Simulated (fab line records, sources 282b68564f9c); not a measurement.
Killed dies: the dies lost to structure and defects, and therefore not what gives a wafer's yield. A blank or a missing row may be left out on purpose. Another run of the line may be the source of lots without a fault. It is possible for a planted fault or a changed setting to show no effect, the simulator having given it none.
A lot that was struck, set against a sound lot -- flow rit cmos -- 15 out of 202 route steps
Sound: these wafers, L315.4, L315.5, L315.6. Wafers struck: L324.3, L324.4, L324.6. The cause comes at the end.
For every step that has rows: the tool of each side, followed by ch and its chambers, followed by its first start. Under that, the readings that differ: sound wafers -- struck wafers -- difference of the means -- sigmas: that difference in standard deviations of wafers without a fault.
alike: readings with means less than 2 such deviations apart, plus words and numbers identical on both sides. not compared: withheld readings, readings lacking a value on some wafer, bounds such as >300 that could conceal the same value, and numbers that have no deviation in the record and whose values overlap.
Wherever a step has rows on one side only, a row that says differs or no value, or a row with sigmas, the two part there. When numbers do not overlap yet have no deviation, they are printed without sigmas and do not part them. A reading that every wafer of one side lacks parts them only if that side has two wafers or more.

first, 5 steps without rows for these wafers: RIT_M1_COAT_04 (resist thk 1300 nm); RIT_M1_SOFTBAKE_05 (time 60 s); RIT_M1_EXPOSE_06 (exposes mask M12, target cd 2600 nm); RIT_M1_PEB_07; RIT_M1_DEVELOP_08 (develop time 68 s).
RIT_M1_CD_MEAS_09 targets a cd of 2600 nm.
  sound on cd sem-02, day 3 22:37; struck on cd sem-02, day 6 01:44
  alike: cd nm
RIT_M1_OVL_MEAS_10:
  sound on overlay-01, day 3 22:42; struck on overlay-02, day 6 01:49
reading,sound,struck,difference,sigmas
M1_OVL (nm),1.6 1.2 1.5,-1.6 -1.0 -1.4,-2.8,-2
then, 1 step without rows for these wafers: RIT_M1_HARDBAKE_11 (time 120 s).
RIT_M1_METAL_ETCH_12: etches Al in Cl2/BCl3, stops on SiO2, time 165 s, target depth 600 nm.
  sound on rie metal-02 ch 0,1, day 3 23:04; struck on rie metal-02 ch 0,1, day 6 02:09
  alike: drypump motor current A, he backside leak sccm, oes product au, throttle valve pct
  not compared: rf hours counter h
then, 1 step without rows for these wafers: RIT_M1_STRIP_13 (strips in nmp, time 600 s).
RIT_M1_STRIP_14: strips in O2, time 180 s.
  sound on plasma asher-04 ch 0,1, day 3 23:24; struck on plasma asher-02 ch 0,1, day 6 02:31
  alike: drypump motor current A, o2 flow sccm
  not compared: rf hours counter h
RIT_M1_CD_MEAS_90 targets a cd of 2600 nm.
  sound on cd sem-01, day 3 23:35; struck on cd sem-02, day 6 02:40
  alike: cd nm
RIT_M1_ANNEAL_15: time 1800 s.
  sound on furnace-02 ch 0, day 4 00:41; struck on furnace-02 ch 0, day 6 02:45
reading,sound,struck,difference,sigmas
spike tc centre C (C),454.5 454.2 453.7,525.1 522.9 523.6,+69.7,+78
spike tc load C (C),468.9 466.9 469.6,539.0 538.4 539.4,+70.5,+64
spike tc source C (C),464.8 465.8 467.4,535.2 535.5 537.9,+70.2,+71
tube center temp C (C),450.03 450.01 450,519.99 520.06 519.98,+70.00,+99 or more
tube_center_temp_C_max,451.32 451.24 451.05,521.08 521.16 521.40,+70.01,+99 or more
zone power centre pct (%),19.53 19.45 19.29,22.55 22.71 22.52,+3.17,+16
zone power load pct (%),6.32 6.44 6.47,8.18 8.09 8.16,+1.73,+27
zone power source pct (%),8.50 8.31 8.26,10.62 10.80 10.70,+2.35,+30
RIT_M1_BOW_MEAS_16:
  sound on film metro-04, day 4 02:15; struck on film metro-03, day 6 04:17
  alike: M1_BOW
RIT_M1_PROBE_99:
  sound on prober-02, day 4 02:28; struck on prober-01, day 6 04:28
  alike: defect limited yield, killed at contacts, killed at front end, killed dies, killed open, killed short, sort_bin_3_pad_short, sort_bin_5_function, sort_bin_6_memory, sort n pass, sort yield pct

WHERE THEY PART
At RIT_M1_OVL_MEAS_10 first; at RIT_M1_ANNEAL_15 last (within this record only). Later steps at which nothing parts them and some readings are alike: RIT_M1_BOW_MEAS_16, RIT_M1_PROBE_99.

WHY: the cause the simulator had injected
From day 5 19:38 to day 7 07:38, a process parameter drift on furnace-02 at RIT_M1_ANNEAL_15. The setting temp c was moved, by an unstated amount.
